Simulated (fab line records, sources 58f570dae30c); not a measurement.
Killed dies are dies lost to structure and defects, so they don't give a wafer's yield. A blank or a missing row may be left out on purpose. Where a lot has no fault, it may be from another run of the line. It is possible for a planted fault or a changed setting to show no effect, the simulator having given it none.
Which of the tools did it? | flow berkeley-cmos170 | Sampling: 13 lots, 39 wafers, 2 of 331 route steps

== WHAT EACH GAUGE READ, for each wafer ==
UCB170_PSD_CD_MEAS_06 targets a cd of 1200 nm. Usual: 1199.9 nm for cd-nm, sd 1.3.
lot  | measured     | on        | cd-nm (nm)           | flag
L131 | day 7 14:23  | cd-sem-01 | 1199.9 1200.3 1198.9 |
L130 | day 7 14:38  | cd-sem-01 | 1199.7 1200.4 1199.4 |
L132 | day 7 20:12  | cd-sem-01 | 1199.4 1199.5 1200.1 |
L136 | day 8 18:09  | cd-sem-02 | 1181.9 1183.0 1181.6 | OFF
L137 | day 8 18:25  | cd-sem-01 | 1201.1 1201.5 1201.7 |
L142 | day 9 18:08  | cd-sem-01 | 1184.9 1185.6 1185.7 | OFF
L143 | day 9 18:22  | cd-sem-01 | 1197.6 1198.0 1198.4 |
L146 | day 10 20:58 | cd-sem-01 | 1201.3 1201.8 1202.5 |
L147 | day 10 21:08 | cd-sem-02 | 1200.8 1201.7 1199.2 |
L149 | day 10 21:39 | cd-sem-01 | 1198.2 1198.9 1199.5 |
L150 | day 11 19:31 | cd-sem-02 | 1200.6 1201.0 1200.3 |
L151 | day 11 19:40 | cd-sem-01 | 1199.0 1199.8 1198.3 |
L152 | day 11 19:47 | cd-sem-02 | 1199.8 1199.5 1200.1 |

== WHICH TOOL RAN EACH LOT (tool, then ch and the chambers of the sampled wafers, then the start) ==
lot  | UCB170_PSD_EXPOSE_03
L131 | krf-scanner-02 ch 0, day 7 13:55
L130 | krf-scanner-01 ch 0, day 7 14:08
L132 | krf-scanner-01 ch 0, day 7 19:49
L136 | krf-scanner-02 ch 0, day 8 17:46
L137 | krf-scanner-01 ch 0, day 8 18:01
L142 | krf-scanner-02 ch 0, day 9 17:45
L143 | krf-scanner-01 ch 0, day 9 17:58
L146 | krf-scanner-01 ch 0, day 10 20:35
L147 | krf-scanner-01 ch 0, day 10 20:40
L149 | krf-scanner-01 ch 0, day 10 21:16
L150 | krf-scanner-01 ch 0, day 11 19:07
L151 | krf-scanner-01 ch 0, day 11 19:17
L152 | krf-scanner-01 ch 0, day 11 19:21
- UCB170_PSD_EXPOSE_03: exposes mask PSELECT MOD, target cd 1200 nm.

== AS READ BY THE TOOLS THEMSELVES (means over the sampled wafers that have a number; for cases with no such wafer, the mark the record gives instead) ==
UCB170_PSD_EXPOSE_03. Usual: 30.002 for exposure-dose-mJ-cm2, sd 0.029.
lot  | tool           | exposure-dose-mJ-cm2 | flag
L131 | krf-scanner-02 | 30.002               |
L130 | krf-scanner-01 | 30.027               |
L132 | krf-scanner-01 | 30.016               |
L136 | krf-scanner-02 | 26.967               | OFF
L137 | krf-scanner-01 | 30.008               |
L142 | krf-scanner-02 | 27.621               | OFF
L143 | krf-scanner-01 | 29.995               |
L146 | krf-scanner-01 | 30.029               |
L147 | krf-scanner-01 | 30.032               |
L149 | krf-scanner-01 | 30.010               |
L150 | krf-scanner-01 | 29.990               |
L151 | krf-scanner-01 | 30.031               |
L152 | krf-scanner-01 | 30.006               |

== THE ANSWER, worked out from the rows above alone ==
Rule: lot off if the mean of its wafers having a number is beyond 3 standard deviations from the usual mean. Also off: a lot with no number at a reading for which 4 or more lots have one. All remaining lots with rows at the step are treated as sound. Order of review: gauges by route order, followed by the tools' own readings, for which a lot's mean as printed above is used. At the first step where some lot is off, the reading lying furthest off is the one used; lots without a number count as furthest.
Off, at UCB170_PSD_CD_MEAS_06 on cd-nm: L136, L142.
If a tool, at a process step before that reading, ran all the lots that are off and no sound lot after the first of them, it fits. The gauges at UCB170_PSD_CD_MEAS_06 aren't tried: what is off there is off at UCB170_PSD_EXPOSE_03 too, on other tools, and a gauge's error can't cause that. One candidate fits, namely krf-scanner-02 at UCB170_PSD_EXPOSE_03. A fault onset in the window from L131 (day 7 13:55, its last sound lot) to L136 (day 8 17:46, its first lot off) fits.
On the lots that are off, the tool's own readings at UCB170_PSD_EXPOSE_03 differ by more than 5 times the standard deviation of the sound lots' means, which bears it out; exposure-dose-mJ-cm2 reads 27.294 there versus 30.013 on the sound lots.

== WHAT WAS PUT IN BY THE SIMULATOR ==
Process parameters drifting: krf-scanner-02 at UCB170_PSD_EXPOSE_03, beginning at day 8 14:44. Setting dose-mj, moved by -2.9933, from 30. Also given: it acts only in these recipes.
Struck lots among those shown: L136, L142. The same result came from the rule above.
